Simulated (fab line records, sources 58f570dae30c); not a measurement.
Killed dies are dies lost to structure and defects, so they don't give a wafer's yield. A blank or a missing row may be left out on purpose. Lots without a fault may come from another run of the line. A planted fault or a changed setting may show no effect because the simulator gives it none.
Which tool did it? | flow berkeley_cmos170 | 14 lots, 42 wafers sampled, at 6 steps of a route of 331

WHAT THE GAUGES READ, wafer by wafer
UCB170_SILICIDE_RS_MEAS_02: measures by four-point-probe. Usual: SILICIDE_TI_RS 26.2 ohm/sq, standard deviation 0.43.
lot  | measured     | on            | SILICIDE_TI_RS (ohm/sq) | flag
L130 | day 6 19:20  | film_metro-02 | 26.0 26.3 26.1          |
L129 | day 6 19:34  | film_metro-01 | 25.8 26.1 25.9          |
L131 | day 7 07:13  | film_metro-04 | 27.0 26.5 26.8          |
L134 | day 7 11:20  | film_metro-04 | 26.3 26.5 26.6          |
L137 | day 8 22:47  | film_metro-01 | 26.2 25.7 25.7          |
L144 | day 10 05:50 | film_metro-02 | 26.6 26.3 26.2          |
L142 | day 10 05:57 | film_metro-04 | 25.9 25.5 26.3          |
L141 | day 10 06:06 | film_metro-02 | 26.0 25.6 26.4          |
L146 | day 11 06:33 | film_metro-02 | 25.6 25.9 25.8          |
L149 | day 11 06:55 | film_metro-04 | 26.4 26.3 26.3          |
L148 | day 11 07:06 | film_metro-02 | 26.0 26.7 26.4          |
L150 | day 11 17:40 | film_metro-02 | 25.7 26.3 25.6          |
L151 | day 11 17:40 | film_metro-04 | 26.1 25.9 26.0          |
L152 | day 12 04:57 | film_metro-02 | 26.8 27.2 26.4          |

UCB170_CONTACT_CD_MEAS_90: target cd 700 nm. Usual: cd_nm 700.5 nm, standard deviation 2.1.
lot  | measured     | on        | cd_nm (nm)        | flag
L130 | day 7 00:04  | cd_sem-02 | 701.3 699.8 699.7 |
L129 | day 7 01:58  | cd_sem-02 | 699.2 700.4 696.8 |
L131 | day 7 11:58  | cd_sem-02 | 701.3 700.4 700.5 |
L134 | day 7 16:49  | cd_sem-02 | 704.1 700.4 698.4 |
L137 | day 9 05:43  | cd_sem-01 | 699.0 702.3 704.0 |
L144 | day 10 10:46 | cd_sem-01 | 700.1 701.5 701.6 |
L142 | day 10 10:58 | cd_sem-02 | 705.9 702.9 704.4 |
L141 | day 10 12:03 | cd_sem-01 | 701.9 701.7 700.2 |
L146 | day 11 12:09 | cd_sem-01 | 698.5 697.8 699.6 |
L149 | day 11 11:52 | cd_sem-01 | 699.5 699.1 700.4 |
L148 | day 11 13:40 | cd_sem-02 | 700.8 703.6 701.8 |
L150 | day 11 23:00 | cd_sem-01 | 702.4 698.4 701.8 |
L151 | day 11 23:13 | cd_sem-02 | 697.1 698.8 699.8 |
L152 | day 12 09:35 | cd_sem-01 | 697.8 698.5 697.5 |

UCB170_M1_RS_MEAS_01: measures by four-point-probe. Usual: M1_AL_RS 0.0482 ohm/sq, standard deviation 0.00057.
lot  | measured     | on            | M1_AL_RS (ohm/sq)    | flag
L130 | day 7 00:27  | film_metro-01 | 0.0483 0.0476 0.0475 |
L129 | day 7 02:23  | film_metro-01 | 0.0488 0.0484 0.0481 |
L131 | day 7 12:19  | film_metro-04 | 0.0485 0.0489 0.0487 |
L134 | day 7 17:49  | film_metro-04 | 0.0488 0.0478 0.0483 |
L137 | day 9 06:19  | film_metro-04 | 0.0447 0.0441 0.0447 | OFF
L144 | day 10 11:08 | film_metro-03 | 0.0494 0.0487 0.0491 |
L142 | day 10 11:22 | film_metro-03 | 0.0489 0.0484 0.0486 |
L141 | day 10 12:25 | film_metro-01 | 0.0451 0.0449 0.0448 | OFF
L146 | day 11 12:56 | film_metro-01 | 0.0475 0.0481 0.0481 |
L149 | day 11 12:32 | film_metro-01 | 0.0482 0.0477 0.0484 |
L148 | day 11 14:02 | film_metro-03 | 0.0482 0.0481 0.0479 |
L150 | day 11 23:22 | film_metro-04 | 0.0479 0.0476 0.0480 |
L151 | day 11 23:35 | film_metro-03 | 0.0480 0.0480 0.0483 |
L152 | day 12 09:59 | film_metro-04 | 0.0482 0.0478 0.0478 |

UCB170_M1_THK_MEAS_02: measures by xrf. Usual: M1_AL_THK 607 nm, standard deviation 7.7.
lot  | measured     | on            | M1_AL_THK (nm) | flag
L130 | day 7 00:34  | film_metro-01 | 604 617 616    |
L129 | day 7 02:31  | film_metro-01 | 599 606 610    |
L131 | day 7 12:26  | film_metro-04 | 606 592 599    |
L134 | day 7 17:55  | film_metro-04 | 603 612 604    |
L137 | day 9 06:25  | film_metro-04 | 653 661 658    | OFF
L144 | day 10 11:14 | film_metro-03 | 594 603 599    |
L142 | day 10 11:29 | film_metro-03 | 604 604 604    |
L141 | day 10 12:32 | film_metro-01 | 641 647 648    | OFF
L146 | day 11 13:02 | film_metro-01 | 612 604 602    |
L149 | day 11 12:40 | film_metro-01 | 606 608 601    |
L148 | day 11 14:09 | film_metro-03 | 607 608 615    |
L150 | day 11 23:28 | film_metro-04 | 610 614 603    |
L151 | day 11 23:41 | film_metro-03 | 609 608 607    |
L152 | day 12 10:05 | film_metro-04 | 603 613 607    |

WHICH TOOL RAN EACH LOT (tool, then ch and the chambers of the sampled wafers, then the start)
lot  | UCB170_SDANNEAL_RTA_00           | UCB170_M1_SPUTTER_00
L130 | rtp_anneal-01 ch 0, day 6 18:38  | pvd_sputter-01, day 7 00:22
L129 | rtp_anneal-02 ch 0, day 6 18:52  | pvd_sputter-03, day 7 02:20
L131 | rtp_anneal-01 ch 0, day 7 06:31  | pvd_sputter-04, day 7 12:16
L134 | rtp_anneal-01 ch 0, day 7 10:28  | pvd_sputter-03, day 7 17:43
L137 | rtp_anneal-02 ch 0, day 8 21:44  | pvd_sputter-03, day 9 06:14
L144 | rtp_anneal-01 ch 0, day 10 05:04 | pvd_sputter-04, day 10 11:02
L142 | rtp_anneal-02 ch 0, day 10 05:14 | pvd_sputter-01, day 10 11:17
L141 | rtp_anneal-01 ch 0, day 10 05:23 | pvd_sputter-03, day 10 12:21
L146 | rtp_anneal-01 ch 0, day 11 05:50 | pvd_sputter-01, day 11 12:50
L149 | rtp_anneal-01 ch 0, day 11 06:13 | pvd_sputter-04, day 11 12:29
L148 | rtp_anneal-02 ch 0, day 11 06:16 | pvd_sputter-04, day 11 13:58
L150 | rtp_anneal-02 ch 0, day 11 16:57 | pvd_sputter-01, day 11 23:16
L151 | rtp_anneal-01 ch 0, day 11 16:57 | pvd_sputter-04, day 11 23:30
L152 | rtp_anneal-01 ch 0, day 12 04:14 | pvd_sputter-01, day 12 09:53
- UCB170_SDANNEAL_RTA_00: time 10 s.
- UCB170_M1_SPUTTER_00: material Al, target thk 600 nm, time 80 s.

WHAT THE TOOLS THEMSELVES READ (means of the sampled wafers that have a number; where no wafer has one, the mark that the record gives instead)
UCB170_SDANNEAL_RTA_00. Usual: lamp_power_pct 24.4 %, standard deviation 0.94; wafer_temp_C_max 904.1, standard deviation 0.89.
lot  | tool          | lamp_power_pct (%) | wafer_temp_C_max | flag
L130 | rtp_anneal-01 | 23.5               | 904.4            |
L129 | rtp_anneal-02 | 25.4               | 903.6            |
L131 | rtp_anneal-01 | 23.5               | 904.1            |
L134 | rtp_anneal-01 | 23.5               | 903.9            |
L137 | rtp_anneal-02 | 25.4               | 903.4            |
L144 | rtp_anneal-01 | 23.5               | 904.5            |
L142 | rtp_anneal-02 | 25.4               | 903.7            |
L141 | rtp_anneal-01 | 23.5               | 905.5            |
L146 | rtp_anneal-01 | 23.5               | 904.2            |
L149 | rtp_anneal-01 | 23.5               | 904.8            |
L148 | rtp_anneal-02 | 25.4               | 903.8            |
L150 | rtp_anneal-02 | 25.4               | 903.9            |
L151 | rtp_anneal-01 | 23.6               | 904.6            |
L152 | rtp_anneal-01 | 23.5               | 903.5            |

UCB170_M1_SPUTTER_00. Usual: cathode_dc_power_W 5999.9 W, standard deviation 1; throttle_valve_pct 29.3 %, standard deviation 0.85.
lot  | tool           | cathode_dc_power_W (W) | throttle_valve_pct (%) | flag
L130 | pvd_sputter-01 | 5999.9                 | 29.4                   |
L129 | pvd_sputter-03 | 5999.5                 | 29.5                   |
L131 | pvd_sputter-04 | 5999.3                 | 29.5                   |
L134 | pvd_sputter-03 | 5997.6                 | 29.1                   |
L137 | pvd_sputter-03 | 6425.6                 | 29.2                   | OFF
L144 | pvd_sputter-04 | 5999.6                 | 29.2                   |
L142 | pvd_sputter-01 | 6000.5                 | 29.9                   |
L141 | pvd_sputter-03 | 6425.8                 | 28.9                   | OFF
L146 | pvd_sputter-01 | 5999.6                 | 29.2                   |
L149 | pvd_sputter-04 | 6001.0                 | 29.3                   |
L148 | pvd_sputter-04 | 6000.2                 | 29.1                   |
L150 | pvd_sputter-01 | 6000.7                 | 29.4                   |
L151 | pvd_sputter-04 | 6000.2                 | 29.1                   |
L152 | pvd_sputter-01 | 6000.1                 | 29.3                   |

THE ANSWER, worked out from the rows above alone
Rule: a lot is off if the mean of its wafers that have a number lies more than 3 standard deviations from the usual mean. A lot without any number at a reading at which 4 lots or more have one is off too. The other lots that the step has rows for count as sound. The gauges are gone through in route order, then the tools' own readings, and for those a lot's mean is taken as printed above. The first step at which some lot is off is used, and at that step the reading that is off furthest; a lot without a number counts as furthest.
Off: L137, L141, at UCB170_M1_RS_MEAS_01 (M1_AL_RS).
A tool fits if, at a process step before that reading, it ran every lot that is off, and no sound lot after the first of them. The gauges at UCB170_M1_RS_MEAS_01 aren't tried: what is off there is off at UCB170_M1_SPUTTER_00 too, on other tools, and a gauge's error can't cause that. One fits: pvd_sputter-03 at UCB170_M1_SPUTTER_00. Its last sound lot is L134 (day 7 17:43), its first lot that is off L137 (day 9 06:14): a fault that began between those two fits.
The tool's own readings at UCB170_M1_SPUTTER_00 bear it out: on the lots that are off they differ by more than 5 times the standard deviation of the sound lots' means. cathode_dc_power_W reads 6425.7 W there against 5999.9 W on the sound lots.

WHAT THE SIMULATOR HAD PUT IN
Process parameter drift: pvd_sputter-03, from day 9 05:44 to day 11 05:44, at UCB170_M1_SPUTTER_00. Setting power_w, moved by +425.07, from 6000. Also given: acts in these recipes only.
Lots struck among those shown: L137, L141. The rule above found the same.
